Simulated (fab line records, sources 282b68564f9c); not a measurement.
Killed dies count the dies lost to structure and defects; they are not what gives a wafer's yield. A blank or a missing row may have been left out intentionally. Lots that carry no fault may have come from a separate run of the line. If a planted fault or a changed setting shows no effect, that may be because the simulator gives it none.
Which tool is to blame? -- flow rit_cmos -- 16 lots, 48 wafers sampled, at 2 steps of a route of 202

WHAT EACH GAUGE READ, for each wafer
RIT_NSD_OVL_MEAS_06.
lot,measured,on,NSD_OVL (nm)
L660,day 3 05:46,overlay-01,1.7 -0.7 1.1
L661,day 3 13:14,overlay-01,1.7 0.8 -0.7
L662,day 3 19:22,overlay-02,1.3 2.4 3.1
L664,day 4 02:46,overlay-01,0.1 1.6 -0.2
L665,day 4 10:01,overlay-01,-0.2 0.2 -1.0
L666,day 4 15:14,overlay-01,-0.5 -0.9 0.2
L667,day 4 17:38,overlay-01,-1.4 -1.5 0.8
L668,day 4 21:49,overlay-01,-0.1 0.5 -2.1
L669,day 5 06:26,overlay-01,-1.5 -0.8 -2.0
L670,day 5 08:16,overlay-01,-0.9 -0.2 -0.4
L672,day 5 20:19,overlay-01,-0.9 -1.3 -0.7
L674,day 6 02:58,overlay-02,421.7 420.2 422.2
L676,day 6 13:23,overlay-02,420.5 418.9 420.7
L677,day 7 01:22,overlay-02,419.9 420.2 421.4
L678,day 7 05:55,overlay-01,418.1 419.4 419.0
L682,day 8 04:02,overlay-02,0.3 2.9 1.3

EACH LOT AND THE TOOL THAT RAN IT (in order: tool; ch and the chambers of the sampled wafers; start)
lot,RIT_NSD_EXPOSE_03
L660,"iline_stepper-01 ch 0, day 3 05:25"
L661,"iline_stepper-01 ch 0, day 3 12:50"
L662,"iline_stepper-01 ch 0, day 3 18:59"
L664,"iline_stepper-02 ch 0, day 4 02:21"
L665,"iline_stepper-02 ch 0, day 4 09:37"
L666,"iline_stepper-01 ch 0, day 4 14:50"
L667,"iline_stepper-01 ch 0, day 4 17:15"
L668,"iline_stepper-02 ch 0, day 4 21:26"
L669,"iline_stepper-02 ch 0, day 5 06:02"
L670,"iline_stepper-02 ch 0, day 5 07:52"
L672,"iline_stepper-01 ch 0, day 5 19:55"
L674,"iline_stepper-02 ch 0, day 6 02:28"
L676,"iline_stepper-02 ch 0, day 6 12:59"
L677,"iline_stepper-02 ch 0, day 7 00:58"
L678,"iline_stepper-02 ch 0, day 7 05:31"
L682,"iline_stepper-01 ch 0, day 8 03:38"
- RIT_NSD_EXPOSE_03: exposes mask M9, target cd 40700 nm.

AS READ BY THE TOOLS THEMSELVES (means over the sampled wafers that have a number; for cases with no such wafer, the mark the record gives instead)
RIT_NSD_EXPOSE_03.
lot,tool,exposure_dose_mJ_cm2
L660,iline_stepper-01,250.00
L661,iline_stepper-01,249.88
L662,iline_stepper-01,249.67
L664,iline_stepper-02,250.07
L665,iline_stepper-02,250.05
L666,iline_stepper-01,250.27
L667,iline_stepper-01,249.73
L668,iline_stepper-02,250.52
L669,iline_stepper-02,249.87
L670,iline_stepper-02,249.77
L672,iline_stepper-01,250.41
L674,iline_stepper-02,249.89
L676,iline_stepper-02,249.77
L677,iline_stepper-02,250.00
L678,iline_stepper-02,249.86
L682,iline_stepper-01,250.06

THE ANSWER, worked out from the rows above alone
Rule: the lots themselves supply what counts as usual. The widest of any qualifying gaps counts: lots, ordered by their means at a reading, are off when they make up no more than a third of the lots, leave a main group of 4 or more, and stand apart from it by 3 or more times the standard deviation of that group's means. A main group is skipped when, at the precision printed for the reading in the tables above, its means are all equal. Also off: a lot with no number at a reading for which 4 or more lots have one. Where the step has rows for the other lots, those lots are counted as sound. Order of review: gauges by route order, followed by the tools' own readings, for which a lot's mean as printed above is used. The first step at which some lot is off is used, and at that step the reading that is off furthest; a lot without a number counts as furthest.
Off: at RIT_NSD_OVL_MEAS_06 (NSD_OVL), L674, L676, L677, L678. The main group has a mean of 0.1 nm with a standard deviation of 1.
A tool fits if, at a process step before that reading, it ran every lot that is off, and no sound lot after the first of them. Gauges at RIT_NSD_OVL_MEAS_06: tried the same way as those tools. One candidate fits, namely iline_stepper-02 at RIT_NSD_EXPOSE_03. A fault onset in the window from L670 (day 5 07:52, its last sound lot) to L674 (day 6 02:28, its first lot off) fits.

WHAT THE SIMULATOR PUT IN
Scanner matching overlay: iline_stepper-02, from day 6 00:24 on, at RIT_NSD_EXPOSE_03. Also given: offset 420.
Shown lots that were struck: L674, L676, L677, L678. The rule above found the same.
